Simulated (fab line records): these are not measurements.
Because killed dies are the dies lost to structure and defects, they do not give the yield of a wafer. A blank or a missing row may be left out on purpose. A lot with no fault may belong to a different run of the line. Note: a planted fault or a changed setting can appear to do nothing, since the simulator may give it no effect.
The tool behind it: which one? :: flow ritCmos :: 39 wafers from 13 lots sampled at 3 of the route's 202 steps

WHAT THE GAUGES SHOWED, per wafer
RIT_M1_RS_MEAS_01: measurement is done with a four-point probe.
lot: L734
measured: day 3 10:08
on: filmMetro-04
M1_AL_RS (ohm/sq): 0.0741 0.0739 0.0743

lot: L735
measured: day 3 15:44
on: filmMetro-02
M1_AL_RS (ohm/sq): 0.0733 0.0738 0.0725

lot: L736
measured: day 3 20:42
on: filmMetro-02
M1_AL_RS (ohm/sq): 0.0735 0.0730 0.0741

lot: L738
measured: day 4 09:59
on: filmMetro-01
M1_AL_RS (ohm/sq): 0.0744 0.0745 0.0739

lot: L740
measured: day 4 16:44
on: filmMetro-02
M1_AL_RS (ohm/sq): 0.0730 0.0727 0.0728

lot: L741
measured: day 5 00:27
on: filmMetro-04
M1_AL_RS (ohm/sq): 0.0735 0.0745 0.0737

lot: L742
measured: day 5 03:31
on: filmMetro-04
M1_AL_RS (ohm/sq): 0.0723 0.0732 0.0732

lot: L743
measured: day 5 07:11
on: filmMetro-01
M1_AL_RS (ohm/sq): 0.0730 0.0727 0.0729

lot: L744
measured: day 5 13:23
on: filmMetro-01
M1_AL_RS (ohm/sq): 0.0745 0.0735 0.0741

lot: L745
measured: day 5 17:16
on: filmMetro-04
M1_AL_RS (ohm/sq): 0.0747 0.0737 0.0735

lot: L747
measured: day 6 05:12
on: filmMetro-04
M1_AL_RS (ohm/sq): 0.0739 0.0742 0.0735

lot: L750
measured: day 6 20:40
on: filmMetro-02
M1_AL_RS (ohm/sq): 0.0736 0.0742 0.0748

lot: L753
measured: day 7 10:07
on: filmMetro-04
M1_AL_RS (ohm/sq): 0.0639 0.0713 0.0713

RIT_M1_THK_MEAS_02: measures by xrf.
lot: L734
measured: day 3 10:14
on: filmMetro-04
M1_AL_THK (nm): 395 393 394

lot: L735
measured: day 3 15:51
on: filmMetro-02
M1_AL_THK (nm): 400 396 405

lot: L736
measured: day 3 20:49
on: filmMetro-02
M1_AL_THK (nm): 400 402 397

lot: L738
measured: day 4 10:06
on: filmMetro-01
M1_AL_THK (nm): 394 393 398

lot: L740
measured: day 4 16:51
on: filmMetro-02
M1_AL_THK (nm): 401 404 402

lot: L741
measured: day 5 00:34
on: filmMetro-04
M1_AL_THK (nm): 397 395 398

lot: L742
measured: day 5 03:37
on: filmMetro-04
M1_AL_THK (nm): 405 401 403

lot: L743
measured: day 5 07:18
on: filmMetro-01
M1_AL_THK (nm): 404 403 402

lot: L744
measured: day 5 13:29
on: filmMetro-01
M1_AL_THK (nm): 394 398 397

lot: L745
measured: day 5 17:23
on: filmMetro-04
M1_AL_THK (nm): 393 397 397

lot: L747
measured: day 6 05:19
on: filmMetro-04
M1_AL_THK (nm): 397 396 399

lot: L750
measured: day 6 20:46
on: filmMetro-02
M1_AL_THK (nm): 397 396 391

lot: L753
measured: day 7 10:13
on: filmMetro-04
M1_AL_THK (nm): 456 408 411

WHICH TOOL RAN EACH LOT (tool, then ch and the chambers of the sampled wafers, then the start)
lot: L734
RIT_M1_SPUTTER_00: pvdSputter-01, day 3 09:48

lot: L735
RIT_M1_SPUTTER_00: pvdSputter-04, day 3 15:26

lot: L736
RIT_M1_SPUTTER_00: pvdSputter-01, day 3 20:25

lot: L738
RIT_M1_SPUTTER_00: pvdSputter-01, day 4 09:40

lot: L740
RIT_M1_SPUTTER_00: pvdSputter-03, day 4 16:26

lot: L741
RIT_M1_SPUTTER_00: pvdSputter-01, day 5 00:08

lot: L742
RIT_M1_SPUTTER_00: pvdSputter-03, day 5 03:11

lot: L743
RIT_M1_SPUTTER_00: pvdSputter-01, day 5 06:53

lot: L744
RIT_M1_SPUTTER_00: pvdSputter-03, day 5 13:04

lot: L745
RIT_M1_SPUTTER_00: pvdSputter-01, day 5 16:58

lot: L747
RIT_M1_SPUTTER_00: pvdSputter-01, day 6 04:53

lot: L750
RIT_M1_SPUTTER_00: pvdSputter-03, day 6 20:21

lot: L753
RIT_M1_SPUTTER_00: pvdSputter-01, day 7 09:47
- RIT_M1_SPUTTER_00: material Al, target thk 400 nm, time 500 s.

AS READ BY THE TOOLS THEMSELVES (means over the sampled wafers that have a number; for cases with no such wafer, the mark the record gives instead)
RIT_M1_SPUTTER_00.
lot: L734
tool: pvdSputter-01
throttleValvePct (%): 31.7

lot: L735
tool: pvdSputter-04
throttleValvePct (%): 30.2

lot: L736
tool: pvdSputter-01
throttleValvePct (%): 31.4

lot: L738
tool: pvdSputter-01
throttleValvePct (%): 30.2

lot: L740
tool: pvdSputter-03
throttleValvePct (%): 30.2

lot: L741
tool: pvdSputter-01
throttleValvePct (%): 31.6

lot: L742
tool: pvdSputter-03
throttleValvePct (%): 29.6

lot: L743
tool: pvdSputter-01
throttleValvePct (%): 31.6

lot: L744
tool: pvdSputter-03
throttleValvePct (%): 29.7

lot: L745
tool: pvdSputter-01
throttleValvePct (%): 32.0

lot: L747
tool: pvdSputter-01
throttleValvePct (%): 31.1

lot: L750
tool: pvdSputter-03
throttleValvePct (%): 30.6

lot: L753
tool: pvdSputter-01
throttleValvePct (%): 31.7

THE ANSWER, worked out from the rows above alone
Rule: usual is defined by the lots themselves. Put in order of their means at a reading, lots are off if they are a third of the lots or fewer, leave a main group of 4 or more, and stand apart from it by a gap of 3 or more times the standard deviation of the main group's means; of several such gaps the widest counts. The tables above print the reading to a certain number of digits; a main group whose means all agree to those digits is not used. Also off: a lot with no number at a reading for which 4 or more lots have one. All remaining lots with rows at the step are treated as sound. Order of review: gauges by route order, followed by the tools' own readings, for which a lot's mean as printed above is used. At the first step where some lot is off, the reading lying furthest off is the one used; lots without a number count as furthest.
Off: L753, at RIT_M1_RS_MEAS_01 (M1_AL_RS). The main group has a mean of 0.0736 ohm/sq with a standard deviation of 0.00052.
If a tool, at a process step before that reading, ran all the lots that are off and no sound lot after the first of them, it fits. Those tools and the gauges at RIT_M1_RS_MEAS_01 are tried in the same way. Can't be told from this: 2 tools fit, pvdSputter-01 at RIT_M1_SPUTTER_00, filmMetro-04 at RIT_M1_RS_MEAS_01.

WHAT THE SIMULATOR HAD INSERTED
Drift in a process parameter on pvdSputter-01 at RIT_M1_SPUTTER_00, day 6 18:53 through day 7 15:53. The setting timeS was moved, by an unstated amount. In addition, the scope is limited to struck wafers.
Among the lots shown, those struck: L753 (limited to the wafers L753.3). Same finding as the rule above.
